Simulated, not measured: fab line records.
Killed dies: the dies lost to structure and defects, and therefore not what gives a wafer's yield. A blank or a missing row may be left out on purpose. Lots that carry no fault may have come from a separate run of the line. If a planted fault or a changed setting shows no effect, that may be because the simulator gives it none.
Split-lot study ; flow rit_cmos ; 5 lots, 17 wafers read, on a route of 202 steps

## ABOUT THE SPLIT
At RIT_M1_METAL_ETCH_12 (etches Al in Cl2/BCl3, stops on SiO2, time 165 s, target depth 600 nm), the setting rf_w was moved away from the recipe's 250 W on 8 of the 17 wafers read, by -8.3% to +9.1%. All remaining wafers had this setting at the recipe value.

The reading is taken at the split's own step.

## THE READING
NOVOLAK_of_M1_COAT_04.thk_nm (the simulator's own value, which no gauge read), in nm, at RIT_M1_METAL_ETCH_12 (etches Al in Cl2/BCl3, stops on SiO2, time 165 s, target depth 600 nm). No usual value for it is given in the file. Across the 9 wafers here that went through the recipe, the average is 798.7 nm and the standard deviation 2.6 nm.

wafer;tool, chamber at the split;rf_w as run, W;against the recipe;NOVOLAK_of_M1_COAT_04.thk_nm, nm;against lot-mates on the recipe
L075.1;rie_metal-01, 0;272.8;+9.1%;770;-31.5
L075.4;rie_metal-01, 0;250;recipe;801.5;-
L076.1;rie_metal-03, 0;229.3;-8.3%;821.6;+27.1
L076.2;rie_metal-03, 1;250;recipe;794.5;-
L079.1;rie_metal-03, 0;261.6;+4.6%;782;-14.0
L079.2;rie_metal-03, 1;261.6;+4.6%;780.6;-15.4
L079.3;rie_metal-03, 0;250;recipe;794.8;-
L079.5;rie_metal-03, 0;261.6;+4.6%;778.3;-17.7
L079.6;rie_metal-03, 1;250;recipe;797.2;-
L082.1;rie_metal-03, 1;260.8;+4.3%;784.6;-14.8
L082.2;rie_metal-03, 0;260.8;+4.3%;784.6;-14.8
L082.3;rie_metal-03, 1;260.8;+4.3%;783.6;-15.8
L082.4;rie_metal-03, 0;250;recipe;800.5;-
L082.6;rie_metal-03, 0;250;recipe;798.2;-
L085.1;rie_metal-03, 1;250;recipe;801.6;-
L085.5;rie_metal-03, 1;250;recipe;799.2;-
L085.6;rie_metal-03, 0;250;recipe;800.6;-

THE FIT
A straight line over all 17 wafers: NOVOLAK_of_M1_COAT_04.thk_nm changes by -3.19 nm for each +1% of rf_w; r = -0.98; the points scatter about the line by 2.6 nm.
The same after taking each lot's own level away (the mean of its wafers on the recipe; 17 wafers): -3.38 nm for each +1%; r = -1.00; scatter 1.1 nm.
That fit puts the effect of the largest move of rf_w on the reading at 31 nm.
From 794.50 to 801.50 nm: that is the span of the lots' own levels, equal to 2.7 times the standard deviation above.
Consequently the slope shifts little with the lot-to-lot level, the two slopes agreeing.
Check: with one of the wafers moved furthest among these (+9.1%) left out of the fit, the line predicts -30.8 nm for it against its lot-mates. It came out at -31.5 nm against them.
Tool readings at the split's step, against how far the setting was moved: oes_product_au r = +0.23.

## THESE WAFERS: OTHER SPLITS
Other splits were also applied to these wafers ahead of the reading. Each is held against what the fit with the lots' levels taken away leaves over:
other split on the same wafers;wafers away from the commonest value;r with NOVOLAK_of_M1_COAT_04.thk_nm (lot level and that fit taken away)
RIT_M1_DEVELOP_08 develop_time_s;7;-0.15

## THE FILE'S OWN FIT
NOVOLAK_of_M1_COAT_04.thk_nm changes by -3.4 nm for each +1% of rf_w, r = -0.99.
